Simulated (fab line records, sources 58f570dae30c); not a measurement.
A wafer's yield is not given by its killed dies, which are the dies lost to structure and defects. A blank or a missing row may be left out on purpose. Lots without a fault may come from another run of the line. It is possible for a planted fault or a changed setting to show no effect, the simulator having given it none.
A struck lot beside a sound one :: flow berkeley cmos170 :: 14 steps out of a route of 331
Sound: the wafers L567.1, L567.3, L567.6. The struck wafers were L560.2, L560.3, L560.4. The cause comes at the end.
At each step with rows: each side's tool, then ch and its chambers, then its first start. Under that, the readings that differ: sound wafers :: struck wafers :: difference of the means :: sigmas: that difference in standard deviations of wafers without a fault.
alike: readings with means less than 2 such deviations apart, plus words and numbers identical on both sides. not compared: withheld readings, readings lacking a value on some wafer, bounds such as >300 that could conceal the same value, and numbers that have no deviation in the record and whose values overlap.
A row with sigmas, a row that says differs or no value, or rows on one side alone: a step with any of these is where the two part. Numbers that don't overlap but have no deviation are shown without sigmas and don't part them. A reading that every wafer of one side lacks parts them only if that side has two wafers or more.

UCB170_CONTACT_ETCH_17: etches BARC in N2/H2.
  sound on rie diel-04 ch 0,1, day 12 03:52; struck on rie diel-02 ch 0,1,2, day 11 15:08
  alike: drypump motor current A, oes product au, throttle valve pct
UCB170_CONTACT_ETCH_18: etches PSG in CHF3/CF4/Ar, stops on TiSi2, target depth 840 nm, time 195 s.
  sound on rie diel-04 ch 0,1; struck on rie diel-02 ch 0,1,2
  alike: drypump motor current A, oes product au, throttle valve pct
  not compared: rf hours counter h
UCB170_CONTACT_STRIP_19: strips in O2.
  sound on plasma asher-04 ch 0,1, day 12 04:02; struck on plasma asher-04 ch 0,1, day 11 15:18
  alike: drypump motor current A, oes product au
  not compared: rf hours counter h
UCB170_CONTACT_CD_MEAS_90 targets a cd of 700 nm.
  sound on cd sem-02, day 12 04:08; struck on cd sem-02, day 11 15:25
  alike: cd nm
then, 1 step without rows for these wafers: UCB170_CONTACT_CLEAN_20 (cleans in SPM, time 600 s).
UCB170_M1_SPUTTER_00: material Al, target thk 600 nm, time 80 s.
  sound on pvd sputter-01, day 12 06:52; struck on pvd sputter-02, day 11 15:43
  alike: throttle valve pct
UCB170_M1_RS_MEAS_01: uses a four-point probe to measure.
  sound on film metro-01, day 12 06:56; struck on film metro-02, day 11 15:48
  alike: M1_AL_RS
UCB170_M1_THK_MEAS_02: measures by xrf.
  sound on film metro-01, day 12 07:03; struck on film metro-02, day 11 15:55
reading: M1_AL_THK (nm)
sound: 574 582 581
struck: 591 592 598
difference: +15
sigmas: +2
then, 4 steps without rows for these wafers: UCB170_M1_COAT_03; UCB170_M1_COAT_04 (resist thk 900 nm); UCB170_M1_SOFTBAKE_05 (time 60 s); UCB170_M1_EXPOSE_06 (exposes mask METAL1, target cd 700 nm).
UCB170_M1_PEB_07:
  struck on litho track-02, day 11 16:40; sound on litho track-02 ch 0, day 12 08:01
  no value came back on the struck wafers for chill plate temp C (C), exhaust pa (Pa), resist line temp C (C); on the sound wafers chill plate temp C (C) reads 22.88 22.87 22.87
then, 1 step without rows for these wafers: UCB170_M1_DEVELOP_08 (develop time 45 s).

## WHERE THEY PART
Earliest at UCB170_M1_THK_MEAS_02; latest, in this record, at UCB170_M1_PEB_07.

WHY: what had been put in by the simulator
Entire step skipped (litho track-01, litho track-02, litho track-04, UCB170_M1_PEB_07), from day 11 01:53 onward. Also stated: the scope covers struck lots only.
